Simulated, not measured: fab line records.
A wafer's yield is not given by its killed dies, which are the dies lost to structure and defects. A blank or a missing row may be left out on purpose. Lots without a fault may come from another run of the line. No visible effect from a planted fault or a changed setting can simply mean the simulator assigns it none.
8D (eight disciplines) problem report, filled in by code || flow berkeley cmos170 || the parts of the form that need people (team, actions taken, sign-off) are left out

1. THE PROBLEM
Mean of oes product au at UCB170_M3_ETCH_17: 1.439 a.u. across 6 wafers in 2 lots; on wafers with no fault it is 1.006 a.u. (standard deviation 0.019). Measured from the usual mean, that is +23 standard deviations.
The step: etches BARC in N2/H2.
Seen first at day 9 15:19 on rie diel-04, wafer L105.3. The record has a number at this step for 42 wafers belonging to 14 lots. Rule for "out" (also "out of limits"): further than 4 standard deviations from the usual mean. The rest of the wafers with a number are treated as sound.

2. WHAT IT IS AND WHAT IT IS NOT
{"question": "which readings at this step", "is": "oes product au", "is not": "drypump motor current A, throttle valve pct"}
{"question": "which lots", "is": "L105, L106", "is not": "L102, L103, L108, L112, L113, L114, L116, L117, L995, L997, L998, L999"}
{"question": "which wafers of those lots", "is": "all that have a number", "is not": "-"}
{"question": "read on which tools", "is": "rie diel-04", "is not": "rie diel-01, rie diel-03"}
{"question": "when", "is": "from day 9 15:19", "is not": "up to then (15 sound wafers); but 21 sound wafers of L103, L108, L112, L113, L114, L116, L117 came after"}

3. SUSPECTS, AND WHAT RULES EACH OUT
Counting: a tool stays on the suspect list if, at a process step up to the reading, it processed all lots that are out and no sound lot following the first of them.
- pvd sputter-03 at UCB170_M3_SPUTTER_01 (material Al, target thk 900 nm, time 120 s): ruled out as a lasting fault. The sound lots L112, L114, L116 went through it after L105, its earliest lot that is out (day 9 12:21).
- rie diel-04 at UCB170_M3_ETCH_17 (etches BARC in N2/H2): ruled out as a lasting fault. The sound lots L116 went through it after L105, its earliest lot that is out (day 9 15:19).
Left after counting: nothing in the record.

4. THE CAUSE (what the simulator had put in)
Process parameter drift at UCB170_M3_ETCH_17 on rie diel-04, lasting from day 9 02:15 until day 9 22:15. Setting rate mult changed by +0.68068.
Counting ruled it out, wrongly.

5. THE CHAIN OF EFFECTS, in route order
One row per reading whose mean, taken over the struck wafers that have a number, lies over 3 standard deviations from the usual. Scope: only readings with a usual standard deviation given in the record; hours: median across lots of the time from each lot's start at the first step in this table that gives one to its start at this step; sigmas: change in usual standard deviations.
{"hours": 0, "step": "UCB170_M3_ETCH_17", "reading": "oes product au", "usual": "1.006 a.u.", "on struck wafers": 1.439, "change": "+0.433", "sigmas": "+23"}
{"hours": 0, "step": "UCB170_M3_CD_MEAS_90", "reading": "cd nm", "usual": "700.5 nm", "on struck wafers": 692.9, "change": -7.6, "sigmas": -3.0}
Its process steps:
- UCB170_M3_ETCH_17: etches BARC in N2/H2.

6. HOW IT WOULD HAVE BEEN CAUGHT EARLIER
13 hours passed between the start of the fault at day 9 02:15 and the first reading out of limits in this record, taken at day 9 15:19.
